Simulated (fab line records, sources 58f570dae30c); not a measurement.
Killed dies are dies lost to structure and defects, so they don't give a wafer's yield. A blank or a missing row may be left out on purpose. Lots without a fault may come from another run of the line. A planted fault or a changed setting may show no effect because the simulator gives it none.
Split-lot experiment | flow berkeley_cmos170 | 5 lots, 23 wafers read, on a route of 331 steps

THE SPLIT
At UCB170_SDANNEAL_RTA_01 (time 5 s), the setting time_s was moved away from the recipe's 5 s on 10 of the 23 wafers read, by -13.6% to +7.5%. The other wafers ran this setting at the recipe's value.

FROM THE SPLIT TO THE READING: what the file shows between them, 1 step
- UCB170_SDANNEAL_RS_MEAS_02: measures by four-point-probe

THE READING
NSD_RS, in ohm/sq, at UCB170_SDANNEAL_RS_MEAS_03 (measures by four-point-probe). Fault-free wafers of this fab line usually give 37.26 ohm/sq, standard deviation 0.11 ohm/sq.

wafer  | tool, chamber at the split | time_s as run, s | against the recipe | NSD_RS, ohm/sq | against lot-mates on the recipe
L074.1 | rtp_anneal-02, 0           | 4.634            | -7.3%              | 37.56          | +0.17
L074.2 | rtp_anneal-02, 0           | 5                | recipe             | 37.37          | -
L074.3 | rtp_anneal-02, 0           | 4.634            | -7.3%              | 37.72          | +0.33
L074.5 | rtp_anneal-02, 0           | 5                | recipe             | 37.41          | -
L074.6 | rtp_anneal-02, 0           | 4.634            | -7.3%              | 37.63          | +0.24
L077.1 | rtp_anneal-02, 0           | 5                | recipe             | 37.23          | -
L077.2 | rtp_anneal-02, 0           | 5                | recipe             | 37.14          | -
L077.3 | rtp_anneal-02, 0           | 5                | recipe             | 37.28          | -
L077.4 | rtp_anneal-02, 0           | 5.373            | +7.5%              | 37.01          | -0.21
L077.5 | rtp_anneal-02, 0           | 5.373            | +7.5%              | 36.99          | -0.23
L079.1 | rtp_anneal-02, 0           | 5                | recipe             | 37.18          | -
L079.3 | rtp_anneal-02, 0           | 5                | recipe             | 37.16          | -
L079.6 | rtp_anneal-02, 0           | 5                | recipe             | 37.20          | -
L082.1 | rtp_anneal-02, 0           | 4.552            | -9.0%              | 37.40          | +0.15
L082.2 | rtp_anneal-02, 0           | 5                | recipe             | 37.25          | -
L082.3 | rtp_anneal-02, 0           | 4.552            | -9.0%              | 37.53          | +0.28
L082.4 | rtp_anneal-02, 0           | 4.552            | -9.0%              | 37.50          | +0.25
L082.5 | rtp_anneal-02, 0           | 5                | recipe             | 37.25          | -
L085.1 | rtp_anneal-02, 0           | 5                | recipe             | 37.31          | -
L085.2 | rtp_anneal-02, 0           | 5                | recipe             | 37.32          | -
L085.3 | rtp_anneal-02, 0           | 4.319            | -13.6%             | 37.72          | +0.41
L085.4 | rtp_anneal-02, 0           | 4.319            | -13.6%             | 37.74          | +0.43
L085.5 | rtp_anneal-02, 0           | 5                | recipe             | 37.31          | -

THE FIT
A straight line over all 23 wafers: NSD_RS changes by -0.0344 ohm/sq for each +1% of time_s; r = -0.91; the points scatter about the line by 0.091 ohm/sq.
The same after taking each lot's own level away (the mean of its wafers on the recipe; 23 wafers): -0.0295 ohm/sq for each +1%; r = -0.97; scatter 0.045 ohm/sq.
On that fit, the largest move of time_s shifts the reading by 0.4 ohm/sq.
The lots' own levels span 37.180 to 37.390 ohm/sq, that is 1.9 times the standard deviation above.
So the lot-to-lot level changes the slope: the two fits differ.
Check: with one of the wafers moved furthest among these (-13.6%) left out of the fit, the line predicts +0.401 ohm/sq for it against its lot-mates. It came out at +0.407 ohm/sq against them.

OTHER SPLITS ON THESE WAFERS
These wafers also went through other splits before the reading. Each is held against what the fit with the lots' levels taken away leaves over:
other split on the same wafers         | wafers away from the commonest value | r with NSD_RS (lot level and that fit taken away)
UCB170_START_OXIDATION_02 ox_time_s    | 10                                   | -0.29
UCB170_NWELL_COAT_07 spin_rpm          | 10                                   | +0.27
UCB170_NWELL_IMPLANT_14 dose_cm2       | 7                                    | +0.00
UCB170_ACTIVE_CVD_05 sih2cl2_flow_sccm | 15                                   | -0.20
UCB170_PFIELD_IMPLANT_07 energy_kev    | 8                                    | -0.02
UCB170_GATE_COAT_07 resist_thk_nm      | 6                                    | +0.04
UCB170_PLDD_IMPLANT_09 energy_kev      | 11                                   | +0.18
UCB170_NLDD_COAT_01 spin_rpm           | 9                                    | -0.01
UCB170_NLDD_IMPLANT_08 dose_cm2        | 8                                    | -0.47
UCB170_NSD_COAT_01 resist_thk_nm       | 7                                    | +0.11

THE WHOLE CHAIN: every reading that the file lists as answering this split, in the file's order
step                       | what it does                 | reading | change (the file's fit)             | r (the file's)
UCB170_SDANNEAL_RS_MEAS_02 | measures by four-point-probe | PSD_RS  | -0.188 for each +1% of the setting  | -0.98
UCB170_SDANNEAL_RS_MEAS_03 | measures by four-point-probe | NSD_RS  | -0.0295 for each +1% of the setting | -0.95

THE FILE'S OWN FIT
NSD_RS changes by -0.0295 ohm/sq for each +1% of time_s, r = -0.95.
